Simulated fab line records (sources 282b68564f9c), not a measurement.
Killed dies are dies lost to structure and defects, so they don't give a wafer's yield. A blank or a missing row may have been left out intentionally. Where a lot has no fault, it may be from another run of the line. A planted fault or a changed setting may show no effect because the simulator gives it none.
Comparing a struck lot with a sound one | flow rit cmos | 17 out of 202 route steps
Sound: these wafers, L674.3, L674.4, L674.5. Wafers L680.2, L680.5, L680.6 were the ones struck. The cause is given at the end.
Per side, at each step with rows, come the tool, then ch with its chambers, and then its first start. Under that, the readings that differ: sound wafers | struck wafers | difference of the means | sigmas: that difference in standard deviations of wafers without a fault.
alike: readings with means less than 2 such deviations apart, plus words and numbers identical on both sides. not compared: withheld readings, readings lacking a value on some wafer, bounds such as >300 that could conceal the same value, and numbers that have no deviation in the record and whose values overlap.
A row with sigmas, a row that says differs or no value, or rows on one side alone: a step with any of these is where the two part. Non-overlapping numbers with no deviation appear without sigmas and do not part them. A reading missing from all wafers of one side parts the sides only when that side holds two or more wafers.

first, 1 step without rows for these wafers: RIT_PSD_IMPLANT_08.
RIT_PSD_STRIP_09: strips in O2, time 180 s.
  sound on plasma asher-01 ch 0,1, day 3 11:05; struck on plasma asher-02 ch 0,1, day 4 14:50
  alike: drypump motor current A
  not compared: rf hours counter h
RIT_PSD_TW_MEAS_10:
  sound: film metro-02 at day 3 11:14; struck: film metro-04 at day 4 15:01
  reading | sound          | struck         | difference | sigmas
  PSD_TW  | 3470 3452 3464 | 3510 3491 3519 | +45        | +2
then, 3 steps without rows for these wafers: RIT_SDANNEAL_CLEAN_00 (cleans in SC1, time 600 s); RIT_SDANNEAL_CLEAN_01 (cleans in dHF, time 30 s); RIT_SDANNEAL_CLEAN_02 (cleans in SC2, time 600 s).
RIT_SDANNEAL_RTA_03: time 5 s.
  sound on rtp anneal-01 ch 0, day 3 11:39; struck on rtp anneal-01 ch 0, day 4 15:28
  alike: ramp down c per s, ramp up c per s, wafer_temp_C_max
RIT_SDANNEAL_RS_MEAS_04: uses a four-point probe to measure.
  sound: film metro-04 at day 3 11:44; struck: film metro-04 at day 4 15:32
  alike: PSD_RS
RIT_SDANNEAL_RS_MEAS_05: uses a four-point probe to measure.
  sound: film metro-04 at day 3 11:51; struck: film metro-04 at day 4 15:39
  alike: NSD_RS
RIT_SDANNEAL_RS_MEAS_06: uses a four-point probe to measure.
  sound: film metro-04 at day 3 11:58; struck: film metro-04 at day 4 15:46
  alike: PLDD_RS
RIT_SDANNEAL_RS_MEAS_07: uses a four-point probe to measure.
  sound: film metro-04 at day 3 12:05; struck: film metro-04 at day 4 15:53
  alike: NLDD_RS
then, 1 step without rows for these wafers: RIT_SILICIDE_WET_ETCH_00 (etches SiO2 in BOE, target depth 14 nm, time 15 s).
RIT_SILICIDE_SPUTTER_01: material Ti, target thk 30 nm, time 240 s.
  sound: pvd sputter-01 at day 3 12:11; struck: pvd sputter-01 at day 4 16:01
  reading                                     | sound            | struck            | difference | sigmas
  model.Ti_of_SILICIDE_SPUTTER_01.thk nm (nm) | 29.68 29.92 30.4 | 22.71 23.08 22.95 | -7.09      |
  alike: throttle valve pct
RIT_SILICIDE_RS_MEAS_02: uses a four-point probe to measure.
  sound: film metro-01 at day 3 12:23; struck: film metro-02 at day 4 16:11
  reading                 | sound          | struck         | difference | sigmas
  SILICIDE_TI_RS (ohm/sq) | 48.5 48.0 47.3 | 68.1 66.7 67.3 | +19.4      | +28
RIT_SILICIDE_THK_MEAS_03: measures by xrf.
  sound: film metro-01 at day 3 12:29; struck: film metro-02 at day 4 16:17
  reading              | sound          | struck         | difference | sigmas
  SILICIDE_TI_THK (nm) | 29.3 29.5 29.9 | 22.4 22.7 22.7 | -7.0       | -18
RIT_SILICIDE_RTA_04: time 10 s, ramp up 5 s, ramp down 5 s.
  sound on rtp anneal-02 ch 0, day 3 12:32; struck on rtp anneal-02 ch 0, day 4 16:21
  alike: wafer_temp_C_max
RIT_M1_PROBE_99:
  sound: prober-02 at day 3 19:20; struck: prober-02 at day 4 23:00
  reading                              | sound             | struck            | difference | sigmas
  model.etest.npoly line.line ohm um   | 162.1 167.1 165.2 | 191.6 183.4 192.2 | +24.3      |
  model.etest.ppoly line.line ohm um   | 155.6 158.9 159.2 | 181.9 177.8 181.2 | +22.4      |
  model.etest.contact nplus.end ohm um | 40.56 40.68 41.63 | 32.98 33.91 33.49 | -7.50      |
  model.etest.contact pplus.end ohm um | 44.08 44.86 44.81 | 35.92 37.46 36.98 | -7.80      |
  model.etest.ppoly line.width nm (nm) | 106 103.3 103.3   | 112 113.2 111.4   | +8         |
  model.etest.npoly line.width nm (nm) | 105 102.4 102.6   | 111.3 112.9 109.9 | +8.0       |
  model.etest.npoly line.rs ohm sq     | 17.09 17.01 16.88 | 21.25 20.83 21.06 | +4.05      |
  model.etest.ppoly line.rs ohm sq     | 16.71 16.67 16.29 | 20.34 20.04 20.1  | +3.60      |
  alike: killed at front end, killed dies, killed open, killed short

== WHERE THEY PART ==
First at RIT_PSD_TW_MEAS_10; last, within this record, at RIT_SILICIDE_THK_MEAS_03. Later steps at which nothing parts them and some readings are alike: RIT_SILICIDE_RTA_04, RIT_M1_PROBE_99.

WHY: what the simulator had put in
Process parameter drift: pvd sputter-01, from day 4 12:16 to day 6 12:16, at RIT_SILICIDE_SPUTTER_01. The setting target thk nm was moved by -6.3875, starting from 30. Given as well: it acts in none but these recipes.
